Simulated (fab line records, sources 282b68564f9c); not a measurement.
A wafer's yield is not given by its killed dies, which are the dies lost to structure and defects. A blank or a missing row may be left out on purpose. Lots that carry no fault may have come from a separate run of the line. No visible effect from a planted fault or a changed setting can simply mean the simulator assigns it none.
fab line records || flow rit-cmos
record: {"lots": 14, "wafers": 42, "last-day": 7}
route steps=202 shown CONTACT@173 M1@202
lots that met no fault: taken from a fault-free run of the same line
start-h: start of the lot's first displayed wafer, in hours after the record's first day || wait-h: hours since the lot's step before || " repeats the value in the row above || L1.1+2: one row covering several wafers at once || - either no value or no given start || * or withheld: withheld || < > ~ a bound
route shown NAME@n: names a module that has steps shown in the file, with the first one's number in the route || usual: the fault-free wafers' mean and standard deviation || same: alike in all rows || chamber/n: place in a boat || sites: per-site readings || _std_site: their standard deviation || _edge_site: mean of outer sites minus mean of inner sites || radius-mm: how far each site lies from the wafer's centre || mask NAME#n: copy n || behind: the last tool/chamber to shape the wafer || hold: why the lot was held/for how many hours/how that ended || device: which transistor (n, p or np) failed to switch || end of line: tests of these same wafers at the route's end || a step with no rows: only its recipe || killed: at the first sort, the dies lost to defects and structure; wafer yield is something else || map: a wafer's dies, x killed, . not, _ none there
set.NAME: the setting the step ran with; set.NAME@STEP: the setting that earlier step ran with || model.NAME: the simulator's own value behind a step, which no gauge read
a sample of lots followed through the steps of the route, with each step as a table and each wafer as a row
services: the hour from which a tool's chamber was out of use, counted from the record's first day as start-h (under 0 if before that day), plus the number of hours and why
== steps ==
step: RIT_CONTACT_EXPOSE_05
recipe: {"mask-id": "M11", "na": 0.6, "source-shape": "conventional", "sigma-outer": 0.5, "target-cd-nm": 1000, "dose-mj": 250}
usual: {"stage-vel-mm-s": "500.04/0.25"}
same: {"sigma-outer": 0.5}
{"lot.wafer": "L228.1", "tool": "iline-stepper-02", "chamber": 0, "start-h": 60.21, "wait-h": 0.1, "mask": "M11#0", "stage-vel-mm-s": 499.23}
{"lot.wafer": "L228.2", "tool": "iline-stepper-02", "chamber": 0, "start-h": 60.21, "wait-h": 0.1, "mask": "M11#0", "stage-vel-mm-s": 499.86}
{"lot.wafer": "L228.5", "tool": "iline-stepper-02", "chamber": 0, "start-h": 60.21, "wait-h": 0.1, "mask": "M11#0", "stage-vel-mm-s": 499.59}
{"lot.wafer": "L231.1", "tool": "iline-stepper-02", "chamber": 0, "start-h": 77.14, "wait-h": 0.1, "mask": "M11#0", "stage-vel-mm-s": 499.97}
{"lot.wafer": "L231.4", "tool": "iline-stepper-02", "chamber": 0, "start-h": 77.14, "wait-h": 0.1, "mask": "M11#0", "stage-vel-mm-s": 499.83}
{"lot.wafer": "L231.6", "tool": "iline-stepper-02", "chamber": 0, "start-h": 77.14, "wait-h": 0.1, "mask": "M11#0", "stage-vel-mm-s": 500.12}
{"lot.wafer": "L233.1", "tool": "iline-stepper-02", "chamber": 0, "start-h": 87.58, "wait-h": 0.2, "mask": "M11#0", "stage-vel-mm-s": 499.85}
{"lot.wafer": "L233.3", "tool": "iline-stepper-02", "chamber": 0, "start-h": 87.58, "wait-h": 0.2, "mask": "M11#0", "stage-vel-mm-s": 499.83}
{"lot.wafer": "L233.5", "tool": "iline-stepper-02", "chamber": 0, "start-h": 87.58, "wait-h": 0.2, "mask": "M11#0", "stage-vel-mm-s": 500.24}
{"lot.wafer": "L234.1", "tool": "iline-stepper-02", "chamber": 0, "start-h": 91.23, "wait-h": 0.1, "mask": "M11#0", "stage-vel-mm-s": 500.06}
{"lot.wafer": "L234.3", "tool": "iline-stepper-02", "chamber": 0, "start-h": 91.23, "wait-h": 0.1, "mask": "M11#0", "stage-vel-mm-s": 500.14}
{"lot.wafer": "L234.4", "tool": "iline-stepper-02", "chamber": 0, "start-h": 91.23, "wait-h": 0.1, "mask": "M11#0", "stage-vel-mm-s": 500.54}
{"lot.wafer": "L235.1", "tool": "iline-stepper-02", "chamber": 0, "start-h": 96.97, "wait-h": 0.1, "mask": "M11#0", "stage-vel-mm-s": 500.25}
{"lot.wafer": "L235.3", "tool": "iline-stepper-02", "chamber": 0, "start-h": 96.97, "wait-h": 0.1, "mask": "M11#0", "stage-vel-mm-s": 500.39}
{"lot.wafer": "L235.5", "tool": "iline-stepper-02", "chamber": 0, "start-h": 96.97, "wait-h": 0.1, "mask": "M11#0", "stage-vel-mm-s": 500.31}
{"lot.wafer": "L237.1", "tool": "iline-stepper-01", "chamber": 0, "start-h": 106.45, "wait-h": 0.1, "mask": "M11#0", "stage-vel-mm-s": 500.07}
{"lot.wafer": "L237.2", "tool": "iline-stepper-01", "chamber": 0, "start-h": 106.45, "wait-h": 0.1, "mask": "M11#0", "stage-vel-mm-s": 500.59}
{"lot.wafer": "L237.5", "tool": "iline-stepper-01", "chamber": 0, "start-h": 106.45, "wait-h": 0.1, "mask": "M11#0", "stage-vel-mm-s": 500.06}
{"lot.wafer": "L239.2", "tool": "iline-stepper-02", "chamber": 0, "start-h": 113.57, "wait-h": 0.1, "mask": "M11#0", "stage-vel-mm-s": 500.21}
{"lot.wafer": "L239.3", "tool": "iline-stepper-02", "chamber": 0, "start-h": 113.57, "wait-h": 0.1, "mask": "M11#0", "stage-vel-mm-s": 500.37}
{"lot.wafer": "L239.4", "tool": "iline-stepper-02", "chamber": 0, "start-h": 113.57, "wait-h": 0.1, "mask": "M11#0", "stage-vel-mm-s": 500.25}
{"lot.wafer": "L240.1", "tool": "iline-stepper-02", "chamber": 0, "start-h": 117.63, "wait-h": 0.1, "mask": "M11#0", "stage-vel-mm-s": 499.66}
{"lot.wafer": "L240.2", "tool": "iline-stepper-02", "chamber": 0, "start-h": 117.63, "wait-h": 0.1, "mask": "M11#0", "stage-vel-mm-s": 500.70}
{"lot.wafer": "L240.6", "tool": "iline-stepper-02", "chamber": 0, "start-h": 117.63, "wait-h": 0.1, "mask": "M11#0", "stage-vel-mm-s": 499.78}
{"lot.wafer": "L242.3", "tool": "iline-stepper-01", "chamber": 0, "start-h": 129.29, "wait-h": 0.2, "mask": "M11#0", "stage-vel-mm-s": 500.32}
{"lot.wafer": "L242.4", "tool": "iline-stepper-01", "chamber": 0, "start-h": 129.29, "wait-h": 0.2, "mask": "M11#0", "stage-vel-mm-s": 499.95}
{"lot.wafer": "L242.5", "tool": "iline-stepper-01", "chamber": 0, "start-h": 129.29, "wait-h": 0.2, "mask": "M11#0", "stage-vel-mm-s": 500.05}
{"lot.wafer": "L245.1", "tool": "iline-stepper-02", "chamber": 0, "start-h": 145.87, "wait-h": 0.1, "mask": "M11#0", "stage-vel-mm-s": 499.92}
{"lot.wafer": "L245.2", "tool": "iline-stepper-02", "chamber": 0, "start-h": 145.87, "wait-h": 0.1, "mask": "M11#0", "stage-vel-mm-s": 500.25}
{"lot.wafer": "L245.6", "tool": "iline-stepper-02", "chamber": 0, "start-h": 145.87, "wait-h": 0.1, "mask": "M11#0", "stage-vel-mm-s": 500.40}
{"lot.wafer": "L247.1", "tool": "iline-stepper-02", "chamber": 0, "start-h": 152.79, "wait-h": 0.1, "mask": "M11#0", "stage-vel-mm-s": 500.03}
{"lot.wafer": "L247.3", "tool": "iline-stepper-02", "chamber": 0, "start-h": 152.79, "wait-h": 0.1, "mask": "M11#0", "stage-vel-mm-s": 500.10}
{"lot.wafer": "L247.6", "tool": "iline-stepper-02", "chamber": 0, "start-h": 152.79, "wait-h": 0.1, "mask": "M11#0", "stage-vel-mm-s": 500.26}
{"lot.wafer": "L246.1", "tool": "iline-stepper-01", "chamber": 0, "start-h": 153.25, "wait-h": 0.2, "mask": "M11#0", "stage-vel-mm-s": 500.32}
{"lot.wafer": "L246.5", "tool": "iline-stepper-01", "chamber": 0, "start-h": 153.25, "wait-h": 0.2, "mask": "M11#0", "stage-vel-mm-s": 500.17}
{"lot.wafer": "L246.6", "tool": "iline-stepper-01", "chamber": 0, "start-h": 153.25, "wait-h": 0.2, "mask": "M11#0", "stage-vel-mm-s": 500.07}
{"lot.wafer": "L248.1", "tool": "iline-stepper-02", "chamber": 0, "start-h": 159.35, "wait-h": 0.2, "mask": "M11#0", "stage-vel-mm-s": 500.21}
{"lot.wafer": "L248.3", "tool": "iline-stepper-02", "chamber": 0, "start-h": 159.35, "wait-h": 0.2, "mask": "M11#0", "stage-vel-mm-s": 500.10}
{"lot.wafer": "L248.4", "tool": "iline-stepper-02", "chamber": 0, "start-h": 159.35, "wait-h": 0.2, "mask": "M11#0", "stage-vel-mm-s": 499.88}
{"lot.wafer": "L249.2", "tool": "iline-stepper-02", "chamber": 0, "start-h": 167.13, "wait-h": 0.1, "mask": "M11#0", "stage-vel-mm-s": 499.72}
{"lot.wafer": "L249.5", "tool": "iline-stepper-02", "chamber": 0, "start-h": 167.13, "wait-h": 0.1, "mask": "M11#0", "stage-vel-mm-s": 499.80}
{"lot.wafer": "L249.6", "tool": "iline-stepper-02", "chamber": 0, "start-h": 167.13, "wait-h": 0.1, "mask": "M11#0", "stage-vel-mm-s": 499.59}
step: RIT_CONTACT_OVL_MEAS_09
usual: {"CONTACT_OVL": "-0.1/1.4"}
{"lot.wafer": "L228.1", "tool": "overlay-01", "chamber": "-", "start-h": 60.84, "wait-h": 0.1, "CONTACT_OVL[nm]": 0.3}
{"lot.wafer": "L228.2", "tool": "overlay-01", "chamber": "-", "start-h": 60.84, "wait-h": 0.1, "CONTACT_OVL[nm]": 1.3}
{"lot.wafer": "L228.5", "tool": "overlay-01", "chamber": "-", "start-h": 60.84, "wait-h": 0.1, "CONTACT_OVL[nm]": 0.5}
{"lot.wafer": "L231.1", "tool": "overlay-01", "chamber": "-", "start-h": 77.78, "wait-h": 0.1, "CONTACT_OVL[nm]": -0.9}
{"lot.wafer": "L231.4", "tool": "overlay-01", "chamber": "-", "start-h": 77.78, "wait-h": 0.1, "CONTACT_OVL[nm]": -0.5}
{"lot.wafer": "L231.6", "tool": "overlay-01", "chamber": "-", "start-h": 77.78, "wait-h": 0.1, "CONTACT_OVL[nm]": 1.3}
{"lot.wafer": "L233.1", "tool": "overlay-01", "chamber": "-", "start-h": 88.39, "wait-h": 0.1, "CONTACT_OVL[nm]": -1.2}
{"lot.wafer": "L233.3", "tool": "overlay-01", "chamber": "-", "start-h": 88.39, "wait-h": 0.1, "CONTACT_OVL[nm]": -0.7}
{"lot.wafer": "L233.5", "tool": "overlay-01", "chamber": "-", "start-h": 88.39, "wait-h": 0.1, "CONTACT_OVL[nm]": -0.2}
{"lot.wafer": "L234.1", "tool": "overlay-02", "chamber": "-", "start-h": 91.93, "wait-h": 0.1, "CONTACT_OVL[nm]": 0.0}
{"lot.wafer": "L234.3", "tool": "overlay-02", "chamber": "-", "start-h": 91.93, "wait-h": 0.1, "CONTACT_OVL[nm]": -2.2}
{"lot.wafer": "L234.4", "tool": "overlay-02", "chamber": "-", "start-h": 91.93, "wait-h": 0.1, "CONTACT_OVL[nm]": -0.9}
{"lot.wafer": "L235.1", "tool": "overlay-02", "chamber": "-", "start-h": 97.61, "wait-h": 0.1, "CONTACT_OVL[nm]": -0.8}
{"lot.wafer": "L235.3", "tool": "overlay-02", "chamber": "-", "start-h": 97.61, "wait-h": 0.1, "CONTACT_OVL[nm]": -3.3}
{"lot.wafer": "L235.5", "tool": "overlay-02", "chamber": "-", "start-h": 97.61, "wait-h": 0.1, "CONTACT_OVL[nm]": -0.8}
{"lot.wafer": "L237.1", "tool": "overlay-02", "chamber": "-", "start-h": 107.09, "wait-h": 0.1, "CONTACT_OVL[nm]": -0.9}
{"lot.wafer": "L237.2", "tool": "overlay-02", "chamber": "-", "start-h": 107.09, "wait-h": 0.1, "CONTACT_OVL[nm]": -3.3}
{"lot.wafer": "L237.5", "tool": "overlay-02", "chamber": "-", "start-h": 107.09, "wait-h": 0.1, "CONTACT_OVL[nm]": -2.2}
{"lot.wafer": "L239.2", "tool": "overlay-02", "chamber": "-", "start-h": 114.19, "wait-h": 0.1, "CONTACT_OVL[nm]": 1.1}
{"lot.wafer": "L239.3", "tool": "overlay-02", "chamber": "-", "start-h": 114.19, "wait-h": 0.1, "CONTACT_OVL[nm]": 1.1}
{"lot.wafer": "L239.4", "tool": "overlay-02", "chamber": "-", "start-h": 114.19, "wait-h": 0.1, "CONTACT_OVL[nm]": 0.7}
{"lot.wafer": "L240.1", "tool": "overlay-01", "chamber": "-", "start-h": 118.27, "wait-h": 0.1, "CONTACT_OVL[nm]": 3.2}
{"lot.wafer": "L240.2", "tool": "overlay-01", "chamber": "-", "start-h": 118.27, "wait-h": 0.1, "CONTACT_OVL[nm]": 2.3}
{"lot.wafer": "L240.6", "tool": "overlay-01", "chamber": "-", "start-h": 118.27, "wait-h": 0.1, "CONTACT_OVL[nm]": 1.3}
{"lot.wafer": "L242.3", "tool": "overlay-01", "chamber": "-", "start-h": 129.90, "wait-h": 0.1, "CONTACT_OVL[nm]": -150.7}
{"lot.wafer": "L242.4", "tool": "overlay-01", "chamber": "-", "start-h": 129.90, "wait-h": 0.1, "CONTACT_OVL[nm]": -152.2}
{"lot.wafer": "L242.5", "tool": "overlay-01", "chamber": "-", "start-h": 129.90, "wait-h": 0.1, "CONTACT_OVL[nm]": -152.9}
{"lot.wafer": "L245.1", "tool": "overlay-01", "chamber": "-", "start-h": 146.51, "wait-h": 0.1, "CONTACT_OVL[nm]": 0.0}
{"lot.wafer": "L245.2", "tool": "overlay-01", "chamber": "-", "start-h": 146.51, "wait-h": 0.1, "CONTACT_OVL[nm]": 0.9}
{"lot.wafer": "L245.6", "tool": "overlay-01", "chamber": "-", "start-h": 146.51, "wait-h": 0.1, "CONTACT_OVL[nm]": -0.2}
{"lot.wafer": "L247.1", "tool": "overlay-02", "chamber": "-", "start-h": 153.43, "wait-h": 0.1, "CONTACT_OVL[nm]": -0.1}
{"lot.wafer": "L247.3", "tool": "overlay-02", "chamber": "-", "start-h": 153.43, "wait-h": 0.1, "CONTACT_OVL[nm]": -0.7}
{"lot.wafer": "L247.6", "tool": "overlay-02", "chamber": "-", "start-h": 153.43, "wait-h": 0.1, "CONTACT_OVL[nm]": 1.6}
{"lot.wafer": "L246.1", "tool": "overlay-01", "chamber": "-", "start-h": 153.89, "wait-h": 0.1, "CONTACT_OVL[nm]": -151.6}
{"lot.wafer": "L246.5", "tool": "overlay-01", "chamber": "-", "start-h": 153.89, "wait-h": 0.1, "CONTACT_OVL[nm]": -150.6}
{"lot.wafer": "L246.6", "tool": "overlay-01", "chamber": "-", "start-h": 153.89, "wait-h": 0.1, "CONTACT_OVL[nm]": -152.3}
{"lot.wafer": "L248.1", "tool": "overlay-02", "chamber": "-", "start-h": 159.98, "wait-h": 0.1, "CONTACT_OVL[nm]": -0.1}
{"lot.wafer": "L248.3", "tool": "overlay-02", "chamber": "-", "start-h": 159.98, "wait-h": 0.1, "CONTACT_OVL[nm]": -0.6}
{"lot.wafer": "L248.4", "tool": "overlay-02", "chamber": "-", "start-h": 159.98, "wait-h": 0.1, "CONTACT_OVL[nm]": 0.0}
{"lot.wafer": "L249.2", "tool": "overlay-01", "chamber": "-", "start-h": 167.75, "wait-h": 0.1, "CONTACT_OVL[nm]": 1.3}
{"lot.wafer": "L249.5", "tool": "overlay-01", "chamber": "-", "start-h": 167.75, "wait-h": 0.1, "CONTACT_OVL[nm]": 2.2}
{"lot.wafer": "L249.6", "tool": "overlay-01", "chamber": "-", "start-h": 167.75, "wait-h": 0.1, "CONTACT_OVL[nm]": 3.0}
step: RIT_M1_PROBE_99
usual: {"killed_at_M0_to_M3": "0.0/0.083", "killed-at-contacts": "0.1/0.35", "killed-at-front-end": "6.9/2.8", "killed-dies": "7.0/2.8", "killed-open": "3.4/2", "killed-short": "3.5/2.1"}
same: {"gross-dies": 264, "killed_at_M4_up": 0, "killed-at-back-side": 0, "killed-at-other": 0}
{"lot.wafer": "L233.1", "tool": "prober-01", "chamber": "-", "start-h": 93.43, "wait-h": 0.1, "killed_at_M0_to_M3": 0, "killed-at-contacts": 0, "killed-at-front-end": 6, "killed-dies": 6, "killed-open": 1, "killed-short": 5}
{"lot.wafer": "L233.3", "tool": "prober-01", "chamber": "-", "start-h": 93.53, "wait-h": 0.2, "killed_at_M0_to_M3": 0, "killed-at-contacts": 0, "killed-at-front-end": 5, "killed-dies": 5, "killed-open": 1, "killed-short": 4}
{"lot.wafer": "L233.5", "tool": "prober-01", "chamber": "-", "start-h": 93.63, "wait-h": 0.2, "killed_at_M0_to_M3": 0, "killed-at-contacts": 1, "killed-at-front-end": 10, "killed-dies": 11, "killed-open": 4, "killed-short": 7}
{"lot.wafer": "L234.1", "tool": "prober-02", "chamber": "-", "start-h": 96.98, "wait-h": 0.1, "killed_at_M0_to_M3": 0, "killed-at-contacts": 0, "killed-at-front-end": 6, "killed-dies": 6, "killed-open": 3, "killed-short": 3}
{"lot.wafer": "L234.3", "tool": "prober-02", "chamber": "-", "start-h": 97.08, "wait-h": 0.2, "killed_at_M0_to_M3": 0, "killed-at-contacts": 0, "killed-at-front-end": 10, "killed-dies": 10, "killed-open": 2, "killed-short": 8}
{"lot.wafer": "L234.4", "tool": "prober-02", "chamber": "-", "start-h": 97.13, "wait-h": 0.2, "killed_at_M0_to_M3": 0, "killed-at-contacts": 0, "killed-at-front-end": 6, "killed-dies": 6, "killed-open": 3, "killed-short": 3}
{"lot.wafer": "L235.1", "tool": "prober-01", "chamber": "-", "start-h": 102.73, "wait-h": 0.1, "killed_at_M0_to_M3": 0, "killed-at-contacts": 0, "killed-at-front-end": 8, "killed-dies": 8, "killed-open": 5, "killed-short": 3}
{"lot.wafer": "L235.3", "tool": "prober-01", "chamber": "-", "start-h": 102.83, "wait-h": 0.2, "killed_at_M0_to_M3": 0, "killed-at-contacts": 0, "killed-at-front-end": 5, "killed-dies": 5, "killed-open": 3, "killed-short": 2}
{"lot.wafer": "L235.5", "tool": "prober-01", "chamber": "-", "start-h": 102.93, "wait-h": 0.2, "killed_at_M0_to_M3": 0, "killed-at-contacts": 1, "killed-at-front-end": 5, "killed-dies": 6, "killed-open": 4, "killed-short": 2}
{"lot.wafer": "L237.1", "tool": "prober-01", "chamber": "-", "start-h": 112.28, "wait-h": 0.1, "killed_at_M0_to_M3": 0, "killed-at-contacts": 0, "killed-at-front-end": 7, "killed-dies": 7, "killed-open": 5, "killed-short": 2}
{"lot.wafer": "L237.2", "tool": "prober-01", "chamber": "-", "start-h": 112.33, "wait-h": 0.1, "killed_at_M0_to_M3": 0, "killed-at-contacts": 0, "killed-at-front-end": 12, "killed-dies": 12, "killed-open": 8, "killed-short": 4}
{"lot.wafer": "L237.5", "tool": "prober-01", "chamber": "-", "start-h": 112.48, "wait-h": 0.2, "killed_at_M0_to_M3": 0, "killed-at-contacts": 0, "killed-at-front-end": 7, "killed-dies": 7, "killed-open": 3, "killed-short": 4}
{"lot.wafer": "L239.2", "tool": "prober-01", "chamber": "-", "start-h": 119.29, "wait-h": 0.1, "killed_at_M0_to_M3": 0, "killed-at-contacts": 0, "killed-at-front-end": 3, "killed-dies": 3, "killed-open": 2, "killed-short": 1}
{"lot.wafer": "L239.3", "tool": "prober-01", "chamber": "-", "start-h": 119.34, "wait-h": 0.2, "killed_at_M0_to_M3": 0, "killed-at-contacts": 0, "killed-at-front-end": 9, "killed-dies": 9, "killed-open": 5, "killed-short": 4}
{"lot.wafer": "L239.4", "tool": "prober-01", "chamber": "-", "start-h": 119.39, "wait-h": 0.2, "killed_at_M0_to_M3": 0, "killed-at-contacts": 1, "killed-at-front-end": 3, "killed-dies": 4, "killed-open": 1, "killed-short": 3}
{"lot.wafer": "L242.3", "tool": "prober-02", "chamber": "-", "start-h": 135.16, "wait-h": 0.2, "killed_at_M0_to_M3": 0, "killed-at-contacts": 0, "killed-at-front-end": 5, "killed-dies": 5, "killed-open": 1, "killed-short": 4}
{"lot.wafer": "L242.4", "tool": "prober-02", "chamber": "-", "start-h": 135.21, "wait-h": 0.2, "killed_at_M0_to_M3": 0, "killed-at-contacts": 0, "killed-at-front-end": 6, "killed-dies": 6, "killed-open": 4, "killed-short": 2}
{"lot.wafer": "L242.5", "tool": "prober-02", "chamber": "-", "start-h": 135.26, "wait-h": 0.2, "killed_at_M0_to_M3": 0, "killed-at-contacts": 0, "killed-at-front-end": 6, "killed-dies": 6, "killed-open": 3, "killed-short": 3}
{"lot.wafer": "L247.1", "tool": "prober-02", "chamber": "-", "start-h": 158.48, "wait-h": 0.1, "killed_at_M0_to_M3": 0, "killed-at-contacts": 0, "killed-at-front-end": 5, "killed-dies": 5, "killed-open": 1, "killed-short": 4}
{"lot.wafer": "L247.3", "tool": "prober-02", "chamber": "-", "start-h": 158.58, "wait-h": 0.2, "killed_at_M0_to_M3": 0, "killed-at-contacts": 0, "killed-at-front-end": 7, "killed-dies": 7, "killed-open": 2, "killed-short": 5}
{"lot.wafer": "L247.6", "tool": "prober-02", "chamber": "-", "start-h": 158.73, "wait-h": 0.2, "killed_at_M0_to_M3": 0, "killed-at-contacts": 0, "killed-at-front-end": 9, "killed-dies": 9, "killed-open": 4, "killed-short": 5}
{"lot.wafer": "L249.2", "tool": "prober-01", "chamber": "-", "start-h": 172.84, "wait-h": 0.1, "killed_at_M0_to_M3": 0, "killed-at-contacts": 0, "killed-at-front-end": 6, "killed-dies": 6, "killed-open": 4, "killed-short": 1}
{"lot.wafer": "L249.5", "tool": "prober-01", "chamber": "-", "start-h": 172.99, "wait-h": 0.2, "killed_at_M0_to_M3": 0, "killed-at-contacts": 0, "killed-at-front-end": 4, "killed-dies": 4, "killed-open": 3, "killed-short": 1}
{"lot.wafer": "L249.6", "tool": "prober-01", "chamber": "-", "start-h": 173.04, "wait-h": 0.2, "killed_at_M0_to_M3": 0, "killed-at-contacts": 0, "killed-at-front-end": 2, "killed-dies": 2, "killed-open": 1, "killed-short": 1}
killed by level:class
L233.1 SPACER:geometric-particle:short=3 REOX:geometric-particle:short=1 FOX2:geometric-particle:short=1 GATE:geometric-particle:open=1
L233.3 GATE:geometric-particle:short=3 GATE:geometric-particle:open=1 SPACER:geometric-particle:short=1
L233.5 GATE:geometric-particle:short=2 GATE:geometric-particle:open=2 SPACER:geometric-particle:short=2 SILICIDE:geometric-particle:short=2 SPACER:geometric-particle:open=1 SILICIDE:geometric-particle:open=1 CONTACT:geometric-particle:short=1
L234.1 GATE:geometric-particle:short=1 GATE:geometric-particle:open=1 REOX:geometric-particle:short=1 SPACER:geometric-particle:short=1 SPACER:geometric-particle:open=1 SILICIDE:geometric-particle:open=1
L234.3 GATE:geometric-particle:short=4 SILICIDE:geometric-particle:short=3 FOX1:geometric-particle:short=1 GATE:geometric-particle:open=1 SILICIDE:geometric-particle:open=1
L234.4 REOX:geometric-particle:short=2 GATE:geometric-particle:short=1 GATE:geometric-particle:open=1 REOX:geometric-particle:open=1 SPACER:geometric-particle:open=1
L235.1 SPACER:geometric-particle:open=3 FOX1:geometric-particle:open=1 FOX1:geometric-particle:short=1 GATE:geometric-particle:short=1 REOX:geometric-particle:open=1 SILICIDE:geometric-particle:short=1
L235.3 REOX:geometric-particle:open=2 SPACER:geometric-particle:short=2 GATE:geometric-particle:open=1
L235.5 FOX1:geometric-particle:open=1 FOX1:geometric-particle:short=1 GATE:geometric-particle:open=1 GATE:geometric-particle:short=1 REOX:geometric-particle:open=1 CONTACT:geometric-particle:open=1
L237.1 GATE:geometric-particle:open=3 GATE:geometric-particle:short=2 FOX2:geometric-particle:open=1 SPACER:geometric-particle:open=1
L237.2 REOX:geometric-particle:open=3 FOX2:geometric-particle:open=2 GATE:geometric-particle:short=2 ACTIVE:geometric-particle:open=1 GATE:geometric-particle:open=1 SPACER:geometric-particle:short=1 SILICIDE:geometric-particle:open=1 SILICIDE:geometric-particle:short=1
L237.5 GATE:geometric-particle:open=1 GATE:geometric-particle:short=1 REOX:geometric-particle:short=1 SPACER:geometric-particle:short=1 SPACER:geometric-particle:open=1 SILICIDE:geometric-particle:open=1 SILICIDE:geometric-particle:short=1
L239.2 ACTIVE:geometric-particle:open=1 FOX1:geometric-particle:short=1 REOX:geometric-particle:open=1
L239.3 GATE:geometric-particle:open=3 GATE:geometric-particle:short=2 REOX:geometric-particle:open=1 SPACER:geometric-particle:short=1 SPACER:geometric-particle:open=1 SILICIDE:geometric-particle:short=1
L239.4 FOX1:geometric-particle:open=1 GATE:geometric-particle:short=1 SPACER:geometric-particle:short=1 CONTACT:geometric-particle:short=1
L242.3 GATE:geometric-particle:short=4 SILICIDE:geometric-particle:open=1
L242.4 GATE:geometric-particle:open=2 FOX1:geometric-particle:short=1 GATE:geometric-particle:short=1 REOX:geometric-particle:open=1 SPACER:geometric-particle:open=1
L242.5 GATE:geometric-particle:open=2 FOX1:geometric-particle:short=1 GATE:geometric-particle:short=1 REOX:geometric-particle:open=1 SPACER:geometric-particle:short=1
L247.1 SPACER:geometric-particle:short=2 FOX1:geometric-particle:short=1 SILICIDE:geometric-particle:short=1 SILICIDE:geometric-particle:open=1
L247.3 GATE:geometric-particle:open=2 GATE:geometric-particle:short=2 FOX1:geometric-particle:short=1 SPACER:geometric-particle:short=1 SILICIDE:geometric-particle:short=1
L247.6 GATE:geometric-particle:open=2 GATE:geometric-particle:short=2 SILICIDE:geometric-particle:open=2 FOX1:geometric-particle:short=1 SPACER:geometric-particle:short=1 SILICIDE:geometric-particle:short=1
L249.2 GATE:geometric-particle:open=2 FOX1:geometric-particle:open=1 SPACER:geometric-particle:open=1 FOX2:geometric-particle:short=1 NWELL:coat-microbubble-printed=1
L249.5 GATE:geometric-particle:open=3 SPACER:geometric-particle:short=1
L249.6 SPACER:geometric-particle:short=1 SILICIDE:geometric-particle:open=1
== services ==
{"tool": "iline-stepper-01", "chamber": 0, "start-h": 42.99, "hours": "-", "kind": "calibration"}
{"tool": "iline-stepper-01", "chamber": "-", "start-h": 50.30, "hours": 4.4, "kind": "pm"}
{"tool": "iline-stepper-02", "chamber": 0, "start-h": 71.85, "hours": "-", "kind": "calibration"}
== key ==
first-sign: {"step": "RIT_CONTACT_OVL_MEAS_09", "reading": "CONTACT_OVL", "direction": "down", "sigmas": "99+", "usual": -0.1, "struck": -151.7}
effect none on later readings
met-at RIT_CONTACT_EXPOSE_05
struck-lots L242,L246
tester-left-out L242,L246
onset-between 106.45 129.29
fault: {"kind": "scanner-matching-overlay", "tool": "iline-stepper-01", "chamber": "-", "onset-h": 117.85, "steps": "RIT_CONTACT_EXPOSE_05", "offset": -150}
tester-left-out: of these lots the tester's yield and bins aren't shown, on N5 and GAA mostly nor the transistor test; their killed dies are dies lost to structure and defects alone, not to doping, threshold or leakage, so they don't give the yield
